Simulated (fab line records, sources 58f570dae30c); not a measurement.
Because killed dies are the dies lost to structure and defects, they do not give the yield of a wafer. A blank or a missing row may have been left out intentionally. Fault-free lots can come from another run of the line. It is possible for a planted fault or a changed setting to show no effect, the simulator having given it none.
Matching of chambers :: flow berkeley cmos170 :: UCB170_V2_CVD_00 on pecvd-01 has 3 sister chambers
The step deposits SiO2 from TEOS/O2, target thk 2000 nm, time 250 s. 14 wafers are shown with their chamber, then 7 later ones without.

== WAFERS PAIRED WITH THEIR CHAMBERS ==
wafer: L608.1
chamber: 2
heater power w (W): 260

wafer: L608.4
chamber: 0
heater power w (W): 270

wafer: L608.5
chamber: 2
heater power w (W): 192

wafer: L614.1
chamber: 0
heater power w (W): 234

wafer: L614.2
chamber: 1
heater power w (W): 309

wafer: L614.5
chamber: 2
heater power w (W): 193

wafer: L620.2
chamber: 0
heater power w (W): 255

wafer: L620.4
chamber: 1
heater power w (W): 313

wafer: L620.6
chamber: 0
heater power w (W): 187

wafer: L622.3
chamber: 1
heater power w (W): 284

wafer: L622.4
chamber: 2
heater power w (W): 285

wafer: L622.5
chamber: 1
heater power w (W): 231

wafer: L628.2
chamber: 1
heater power w (W): 288

wafer: L628.3
chamber: 2
heater power w (W): 213

SIGNATURES (averages over the wafers above)
reading: heater power w
chamber 0: 236.50
chamber 1: 285.00
chamber 2: 228.60
scatter within a chamber: 37.2
Rule: for each reading, subtract the chamber's mean from the wafer's reading, divide by that reading's scatter and square the result; add these up over the readings and take the root, which gives the wafer's distance from the chamber. If the next closest chamber is less than 2 further off than the closest, the wafer can't be placed; otherwise it belongs to the closest. The scatter: the root of (the sum of the squares of (reading less its chamber's mean) over the shown wafers, divided by (wafers less chambers)).

== WAFERS WHOSE CHAMBER IS MISSING ==
wafer: L628.4
heater power w (W): 232

wafer: L629.1
heater power w (W): 208

wafer: L629.2
heater power w (W): 315

wafer: L629.5
heater power w (W): 267

wafer: L630.1
heater power w (W): 238

wafer: L630.2
heater power w (W): 298

wafer: L630.3
heater power w (W): 267

== WHICH CHAMBER EACH WENT THROUGH ==
wafer: L628.4
from the rows above: can't be placed: 2 or 0 or 1
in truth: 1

wafer: L629.1
from the rows above: can't be placed: 2 or 0 or 1
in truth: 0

wafer: L629.2
from the rows above: can't be placed: 1 or 0 or 2
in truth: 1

wafer: L629.5
from the rows above: can't be placed: 1 or 0 or 2
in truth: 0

wafer: L630.1
from the rows above: can't be placed: 0 or 2 or 1
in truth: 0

wafer: L630.2
from the rows above: can't be placed: 1 or 0 or 2
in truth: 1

wafer: L630.3
from the rows above: can't be placed: 1 or 0 or 2
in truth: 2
Correct placement for 0 of the 7. These rows do not allow placing 7 (true chamber among the candidates in 7). 0 placed wrongly.
